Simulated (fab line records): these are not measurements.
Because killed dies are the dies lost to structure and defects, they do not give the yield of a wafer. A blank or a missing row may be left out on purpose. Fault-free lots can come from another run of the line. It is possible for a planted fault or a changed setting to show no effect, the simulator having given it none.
Struck lot and sound lot, side by side    flow berkeleyCmos170    44 out of 331 route steps
Sound: the wafers L862.1, L862.2, L862.5. Wafers struck: L881.2, L881.3, L881.6. The cause comes at the end.
For every step that has rows: the tool of each side, followed by ch and its chambers, followed by its first start. Under that, the readings that differ: sound wafers    struck wafers    difference of the means    sigmas: that difference in standard deviations of wafers without a fault.
alike: a reading whose means differ by less than 2 such deviations, as well as words and numbers matching on both sides. not compared: withheld readings; readings where some wafer has no value; bounds like >300 that might hide an equal value; numbers whose values overlap and for which the record gives no deviation.
The two part at a step that has a row with sigmas, a row that says differs or no value, or rows on one side only. When numbers do not overlap yet have no deviation, they are printed without sigmas and do not part them. Lack of a reading on every wafer of one side parts them only where that side has two or more wafers.

first, 7 steps without rows for these wafers: UCB170_ACTIVE_CLEAN_17 (cleans in SPM, time 600 s); UCB170_PFIELD_HMDS_00 (prime time 60 s); UCB170_PFIELD_COAT_01 (resist thk 900 nm); UCB170_PFIELD_SOFTBAKE_02 (time 60 s); UCB170_PFIELD_EXPOSE_03 (exposes mask PFIELD, target cd 1500 nm); UCB170_PFIELD_PEB_04; UCB170_PFIELD_DEVELOP_05 (develop time 45 s).
UCB170_PFIELD_OVL_MEAS_06:
  struck on overlay-02, day 9 05:41; sound on overlay-01, day 5 11:34
  alike: PFIELD_OVL
then, 1 step without rows for these wafers: UCB170_PFIELD_IMPLANT_07.
UCB170_PFIELD_STRIP_08: strips in O2.
  sound on plasmaAsher-01 ch 0,1, day 5 11:46; struck on plasmaAsher-01 ch 0,1, day 9 05:52
  alike: drypumpMotorCurrentA, oesProductAu, stripTimeToEndpointS
  not compared: rfHoursCounterH
UCB170_PFIELD_TW_MEAS_09:
  struck on filmMetro-02, day 9 05:58; sound on filmMetro-01, day 5 11:52
  alike: PFIELD_TW
then, 1 step without rows for these wafers: UCB170_FIELD_CLEAN_00 (cleans in dHF, time 7.5 s).
UCB170_FIELD_OXIDATION_01: target thk 558.3 nm, ox time 7200 s.
  sound on furnace-04 ch 0, day 5 13:46; struck on furnace-04 ch 0, day 9 09:19
reading                                      sound                 struck                difference  sigmas
spikeTcCentreC (C)                           1001.8 1001.3 1003.7  1022.6 1023.0 1024.5  +21.1       +21
spikeTcLoadC (C)                             1027.4 1027.5 1025.9  1047.0 1044.9 1047.5  +19.5       +20
spikeTcSourceC (C)                           1025.3 1022.5 1024.4  1043.3 1044.3 1043.8  +19.7       +13
tubeCenterTempC (C)                          999.91 999.86 999.88  1019.9 1020 1020      +20.1       +99 or more
tube_center_temp_C_max                       1002.3 1002.1 1003.0  1022.3 1022.0 1023.1  +20.0       +47
model.SiO2_of_FIELD_OXIDATION_01.thkNm (nm)  570.9 573.3 570       632.1 631 636.8       +61.9       
UCB170_FIELD_THK_MEAS_02:
  struck on filmMetro-03, day 9 12:20; sound on filmMetro-03, day 5 16:46
reading               sound        struck       difference  sigmas
FIELD_OXIDE_THK (nm)  571 573 570  632 632 637  +62         +7
then, 3 steps without rows for these wafers: UCB170_FIELD_ANNEAL_03 (time 1200 s); UCB170_FIELD_WET_ETCH_04 (etches SiO2 in dHF, time 61.03 s); UCB170_FIELD_WET_ETCH_05 (etches Si3N4 in H3PO4, time 12600 s).
UCB170_FIELD_WET_ETCH_06: etches SiO2 in BOE, time 22 s.
  sound on wetBench-04 ch 1, day 6 00:39; struck on wetBench-02 ch 3, day 9 22:34
reading                                      sound              struck             difference  sigmas
model.SiO2_of_FIELD_OXIDATION_01.thkNm (nm)  455.3 457.9 454.4  514.6 513.4 519.1  +59.8       
  alike: tempC
UCB170_FIELD_THK_MEAS_90:
  struck on filmMetro-04, day 9 22:35; sound on filmMetro-03, day 6 00:40
reading                      sound        struck       difference  sigmas
FIELD_OXIDE_LEFT_1_THK (nm)  455 458 454  514 513 519  +60         +6
then, 2 steps without rows for these wafers: UCB170_SACOX_CLEAN_00 (cleans in dHF, time 7.5 s); UCB170_SACOX_OXIDATION_01 (target thk 14.4 nm, ox time 2400 s).
UCB170_SACOX_THK_MEAS_02:
  struck on filmMetro-02, day 10 02:37; sound on filmMetro-04, day 6 05:53
  alike: SACOX_OXIDE_THK
then, 2 steps without rows for these wafers: UCB170_SCREENOX_WET_ETCH_00 (etches SiO2 in dHF, time 200 s); UCB170_SCREENOX_OXIDATION_01 (target thk 14.4 nm, ox time 2400 s).
UCB170_SCREENOX_THK_MEAS_02:
  struck on filmMetro-04, day 10 08:50; sound on filmMetro-03, day 6 11:29
  alike: SCREENOX_OXIDE_THK
then, 3 steps without rows for these wafers: UCB170_SCREENOX_ANNEAL_03 (time 900 s); UCB170_NVT_HMDS_00 (prime time 60 s); UCB170_NVT_COAT_01 (resist thk 900 nm).
UCB170_NVT_SOFTBAKE_02: time 62.46 s.
  sound on lithoTrack-04 ch 0, day 6 17:26; struck on lithoTrack-03 ch 0, day 10 13:07
  alike: plateSensorTCentreC, plateSensorTEdgeC
then, 3 steps without rows for these wafers: UCB170_NVT_EXPOSE_03 (exposes mask PWELL, target cd 3000 nm); UCB170_NVT_PEB_04; UCB170_NVT_DEVELOP_05 (develop time 45 s).
UCB170_NVT_OVL_MEAS_06:
  struck on overlay-02, day 10 13:49; sound on overlay-01, day 6 19:02
  alike: NVT_OVL
then, 1 step without rows for these wafers: UCB170_NVT_IMPLANT_07.
UCB170_NVT_STRIP_08: strips in O2.
  sound on plasmaAsher-04 ch 0,1, day 6 19:13; struck on plasmaAsher-01 ch 0,1, day 10 14:00
  alike: drypumpMotorCurrentA, oesProductAu, stripTimeToEndpointS
  not compared: rfHoursCounterH
UCB170_NVT_TW_MEAS_09:
  struck on filmMetro-02, day 10 14:07; sound on filmMetro-02, day 6 19:19
  alike: NVT_TW
then, 6 steps without rows for these wafers: UCB170_NVT_CLEAN_10 (cleans in SPM, time 600 s); UCB170_PVT_HMDS_00 (prime time 60 s); UCB170_PVT_COAT_01 (resist thk 900 nm); UCB170_PVT_SOFTBAKE_02 (time 60 s); UCB170_PVT_EXPOSE_03 (exposes mask NWELL, target cd 3000 nm); UCB170_PVT_PEB_04.
UCB170_FIELD_THK_MEAS_91:
  struck on filmMetro-03, day 10 19:46; sound on filmMetro-04, day 6 21:26
reading                      sound        struck       difference  sigmas
FIELD_OXIDE_LEFT_2_THK (nm)  368 370 367  426 425 430  +59         +6
-- the record jumps here: 2 days lie between the struck wafers' starts before and after (it left off in module FIELD and takes up again in module M3, whose first step shown is number 331 of the route) --
UCB170_M3_PROBE_99:
  struck on prober-01, day 12 22:23; sound on prober-02, day 9 05:11
reading                            sound              struck             difference  sigmas
model.etest.pldd.lineOhmUm         1868 1871 1887     2187 2120 2156     +279        
model.etest.nldd.lineOhmUm         1311 1281 1293     1506 1482 1520     +208        
model.etest.nldd.widthNm (nm)      590.1 592.3 586.6  519.9 520.8 514.2  -71.4       
model.etest.pldd.widthNm (nm)      586.6 589.8 589.5  518.5 519 515.4    -71.0       
model.etest.pplusSal.widthNm (nm)  700.4 690.7 677.4  595.9 632.8 590.8  -83.0       
model.etest.nplusSal.widthNm (nm)  706.3 684.8 676.5  600.5 633.4 587.3  -82.1       
model.etest.nmosNarrow.driveUaUm   346.9 351.9 345    320.8 329.1 325.1  -22.9       
model.etest.pmosNarrow.driveUaUm   137.3 135.9 136.9  127.5 131 128.1    -7.8        

== WHERE THEY PART ==
Last at UCB170_FIELD_THK_MEAS_91 as far as this record goes, first at UCB170_FIELD_OXIDATION_01.

WHY: what the simulator had put in
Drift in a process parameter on furnace-04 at UCB170_FIELD_OXIDATION_01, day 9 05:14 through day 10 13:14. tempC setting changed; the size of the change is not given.
